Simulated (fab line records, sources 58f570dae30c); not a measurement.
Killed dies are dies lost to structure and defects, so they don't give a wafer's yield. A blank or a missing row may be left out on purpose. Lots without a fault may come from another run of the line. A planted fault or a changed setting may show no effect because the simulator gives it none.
Which tool did it? | flow berkeley_cmos170 | 13 lots, 39 wafers sampled, at 3 steps of a route of 331

WHAT THE GAUGES READ, wafer by wafer
UCB170_NWELL_THK_MEAS_02.
lot  | measured    | on            | NWELL_OXIDE_THK (nm)
L434 | day 2 16:02 | film_metro-01 | 25.4 25.7 26.0
L433 | day 2 16:04 | film_metro-04 | 26.1 25.9 26.2
L436 | day 3 05:40 | film_metro-04 | 26.4 26.7 26.4
L435 | day 3 05:40 | film_metro-03 | 26.6 26.6 26.8
L437 | day 3 09:56 | film_metro-03 | 26.4 26.3 26.3
L439 | day 3 19:20 | film_metro-01 | 26.8 26.8 26.8
L440 | day 4 05:59 | film_metro-03 | 26.3 26.6 26.2
L442 | day 4 06:01 | film_metro-01 | 26.7 26.6 26.8
L443 | day 4 17:15 | film_metro-04 | 25.5 25.5 25.7
L451 | day 6 10:32 | film_metro-01 | 25.9 25.8 26.1
L452 | day 6 10:32 | film_metro-04 | 26.1 25.7 26.0
L453 | day 6 20:08 | film_metro-03 | 27.0 26.4 26.2
L454 | day 6 20:09 | film_metro-04 | 26.8 26.4 26.1

UCB170_PWELL_OVL_MEAS_13.
lot  | measured    | on         | PWELL_OVL (nm)
L434 | day 3 19:21 | overlay-02 | 2 -6 0
L433 | day 3 18:59 | overlay-01 | 5 6 4
L436 | day 4 09:44 | overlay-01 | 0 2 5
L435 | day 4 10:01 | overlay-01 | -5 -4 -3
L437 | day 4 17:53 | overlay-01 | 3 4 8
L439 | day 5 01:25 | overlay-02 | 4 2 6
L440 | day 5 09:28 | overlay-02 | 10 8 9
L442 | day 5 10:11 | overlay-02 | 1 7 7
L443 | day 5 18:51 | overlay-02 | 17 1 12
L451 | day 7 20:28 | overlay-01 | -5 -5 -3
L452 | day 7 20:47 | overlay-02 | -2 3 -1
L453 | day 8 03:32 | overlay-02 | 4 6 -2
L454 | day 8 03:32 | overlay-01 | 6 1 4

WHICH TOOL RAN EACH LOT (tool, then ch and the chambers of the sampled wafers, then the start)
lot  | UCB170_NWELL_EXPOSE_09
L434 | krf_scanner-02 ch 0, day 2 20:25
L433 | krf_scanner-02 ch 0, day 2 20:48
L436 | krf_scanner-01 ch 0, day 3 11:53
L435 | krf_scanner-02 ch 0, day 3 12:07
L437 | krf_scanner-01 ch 0, day 3 21:18
L439 | krf_scanner-01 ch 0, day 4 05:58
L440 | krf_scanner-01 ch 0, day 4 13:53
L442 | krf_scanner-02 ch 0, day 4 14:40
L443 | krf_scanner-01 ch 0, day 5 00:16
L451 | krf_scanner-01 ch 0, day 6 20:57
L452 | krf_scanner-02 ch 0, day 6 20:41
L453 | krf_scanner-02 ch 0, day 7 05:54
L454 | krf_scanner-02 ch 0, day 7 06:02
- UCB170_NWELL_EXPOSE_09: exposes mask NWELL, target cd 3000 nm.

WHAT THE TOOLS THEMSELVES READ (means of the sampled wafers that have a number; where no wafer has one, the mark that the record gives instead)
The record holds no such reading with a usual standard deviation.

THE ANSWER, worked out from the rows above alone
Rule: what is usual is taken from the lots themselves. Put in order of their means at a reading, lots are off if they are a third of the lots or fewer, leave a main group of 4 or more, and stand apart from it by a gap of 3 or more times the standard deviation of the main group's means; of several such gaps the widest counts. A main group whose means are all the same, to the digits that the tables above print for the reading, isn't used. A lot without any number at a reading at which 4 lots or more have one is off too. The other lots that the step has rows for count as sound. The gauges are gone through in route order, then the tools' own readings, and for those a lot's mean is taken as printed above. The first step at which some lot is off is used, and at that step the reading that is off furthest; a lot without a number counts as furthest.
No lot is off at any reading shown: from this, nothing can be told.

WHAT THE SIMULATOR HAD PUT IN
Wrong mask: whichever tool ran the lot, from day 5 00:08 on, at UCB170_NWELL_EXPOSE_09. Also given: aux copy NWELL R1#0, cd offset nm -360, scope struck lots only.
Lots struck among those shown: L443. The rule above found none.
